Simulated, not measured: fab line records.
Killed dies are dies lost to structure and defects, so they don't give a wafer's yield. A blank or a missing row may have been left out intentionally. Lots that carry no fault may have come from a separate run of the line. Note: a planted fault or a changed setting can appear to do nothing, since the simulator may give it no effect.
Check of tool commonality :: flow rit_cmos :: 14 lots and 42 wafers in the sample

== THE REASON FOR OPENING IT ==
At RIT_FOX2_THK_MEAS_01 the reading FOX2_OXIDE_THK is flagged on 2 of 14 lots. No-fault wafers: 352 nm, standard deviation 7.3.
Rule: a lot is flagged in two cases, either no wafer of it has a number, or all its wafers with numbers fall more than 4 standard deviations from that mean. All remaining lots are regarded as sound.

lot: L326
measured: day 2 03:07
on: film_metro-02
FOX2_OXIDE_THK (nm), wafer by wafer: 336 340 339
flag: 

lot: L327
measured: day 2 05:04
on: film_metro-01
FOX2_OXIDE_THK (nm), wafer by wafer: 363 363 361
flag: 

lot: L328
measured: day 2 08:19
on: film_metro-02
FOX2_OXIDE_THK (nm), wafer by wafer: 347 351 352
flag: 

lot: L329
measured: day 2 12:05
on: film_metro-04
FOX2_OXIDE_THK (nm), wafer by wafer: 341 341 341
flag: 

lot: L330
measured: day 2 22:47
on: film_metro-01
FOX2_OXIDE_THK (nm), wafer by wafer: 344 342 344
flag: 

lot: L332
measured: day 3 00:55
on: film_metro-02
FOX2_OXIDE_THK (nm), wafer by wafer: 357 350 355
flag: 

lot: L337
measured: day 4 02:59
on: film_metro-02
FOX2_OXIDE_THK (nm), wafer by wafer: 356 353 354
flag: 

lot: L338
measured: day 4 08:07
on: film_metro-01
FOX2_OXIDE_THK (nm), wafer by wafer: 344 347 352
flag: 

lot: L339
measured: day 4 13:08
on: film_metro-02
FOX2_OXIDE_THK (nm), wafer by wafer: 365 362 364
flag: 

lot: L341
measured: day 4 23:02
on: film_metro-04
FOX2_OXIDE_THK (nm), wafer by wafer: 357 355 358
flag: 

lot: L342
measured: day 5 03:52
on: film_metro-02
FOX2_OXIDE_THK (nm), wafer by wafer: 289 281 286
flag: FLAGGED

lot: L344
measured: day 5 13:05
on: film_metro-01
FOX2_OXIDE_THK (nm), wafer by wafer: 285 279 284
flag: FLAGGED

lot: L348
measured: day 6 16:22
on: film_metro-02
FOX2_OXIDE_THK (nm), wafer by wafer: 355 351 357
flag: 

lot: L349
measured: day 6 21:47
on: film_metro-02
FOX2_OXIDE_THK (nm), wafer by wafer: 349 352 356
flag: 
The numbers of the flagged lots are 284 nm on average: -68 nm against the usual, or -9 standard deviations.

== EACH LOT AND THE TOOL IT RAN ON ==
The record keeps 1 process step preceding the reading, out of 202 steps on the route. Read each cell as the tool, then ch plus the chambers that the sampled wafers visited, then the start.
lot: L326
flag: 
RIT_FOX2_OXIDATION_00: furnace-01 ch 0, day 2 01:47

lot: L327
flag: 
RIT_FOX2_OXIDATION_00: furnace-03 ch 0, day 2 03:44

lot: L328
flag: 
RIT_FOX2_OXIDATION_00: furnace-03 ch 0, day 2 07:01

lot: L329
flag: 
RIT_FOX2_OXIDATION_00: furnace-01 ch 0, day 2 10:46

lot: L330
flag: 
RIT_FOX2_OXIDATION_00: furnace-01 ch 0, day 2 21:28

lot: L332
flag: 
RIT_FOX2_OXIDATION_00: furnace-04 ch 0, day 2 23:36

lot: L337
flag: 
RIT_FOX2_OXIDATION_00: furnace-03 ch 0, day 4 01:40

lot: L338
flag: 
RIT_FOX2_OXIDATION_00: furnace-04 ch 0, day 4 06:47

lot: L339
flag: 
RIT_FOX2_OXIDATION_00: furnace-03 ch 0, day 4 11:48

lot: L341
flag: 
RIT_FOX2_OXIDATION_00: furnace-04 ch 0, day 4 21:43

lot: L342
flag: FLAGGED
RIT_FOX2_OXIDATION_00: furnace-03 ch 0, day 5 02:32

lot: L344
flag: FLAGGED
RIT_FOX2_OXIDATION_00: furnace-03 ch 0, day 5 11:46

lot: L348
flag: 
RIT_FOX2_OXIDATION_00: furnace-01 ch 0, day 6 15:01

lot: L349
flag: 
RIT_FOX2_OXIDATION_00: furnace-04 ch 0, day 6 20:28
What is done by these steps:
- RIT_FOX2_OXIDATION_00: target thk 350.7 nm, ox time 1130 s.
- RIT_FOX2_THK_MEAS_01

== FLAGGED OVER TOTAL, TOOL BY TOOL (the gauges that took the reading come last) ==
step: RIT_FOX2_OXIDATION_00
tool: furnace-01
lots run: 4
flagged: 0
share of the flagged lots: none
sound lots run after its first flagged lot: -

step: RIT_FOX2_OXIDATION_00
tool: furnace-03
lots run: 6
flagged: 2
share of the flagged lots: all
sound lots run after its first flagged lot: 0

step: RIT_FOX2_OXIDATION_00
tool: furnace-04
lots run: 4
flagged: 0
share of the flagged lots: none
sound lots run after its first flagged lot: -

step: RIT_FOX2_THK_MEAS_01
tool: film_metro-01
lots run: 4
flagged: 1
share of the flagged lots: some
sound lots run after its first flagged lot: 0

step: RIT_FOX2_THK_MEAS_01
tool: film_metro-02
lots run: 8
flagged: 1
share of the flagged lots: some
sound lots run after its first flagged lot: 2 (L348,L349)

step: RIT_FOX2_THK_MEAS_01
tool: film_metro-04
lots run: 2
flagged: 0
share of the flagged lots: none
sound lots run after its first flagged lot: -

== THE TABLE: WHAT IT ALLOWS ==
Rows of the table that ran each flagged lot: 1, that is furnace-03 at RIT_FOX2_OXIDATION_00.
- furnace-03 at RIT_FOX2_OXIDATION_00: 2 of its 6 lots flagged. Last sound lot L339 at day 4 11:48, first flagged lot L342 at day 5 02:32; a fault beginning in between fits. Its own readings lie more than 4 standard deviations out on every wafer of the flagged lots: spike_tc_centre_C, spike_tc_load_C, spike_tc_source_C, tube_center_temp_C, tube_center_temp_C_max.
Just one tool remains: furnace-03 at RIT_FOX2_OXIDATION_00.

== WHAT THE SIMULATOR PUT IN ==
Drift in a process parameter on furnace-03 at RIT_FOX2_OXIDATION_00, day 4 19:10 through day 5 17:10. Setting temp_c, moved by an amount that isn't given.
Lots struck among those shown: L342, L344. The rule given above showed the same thing.
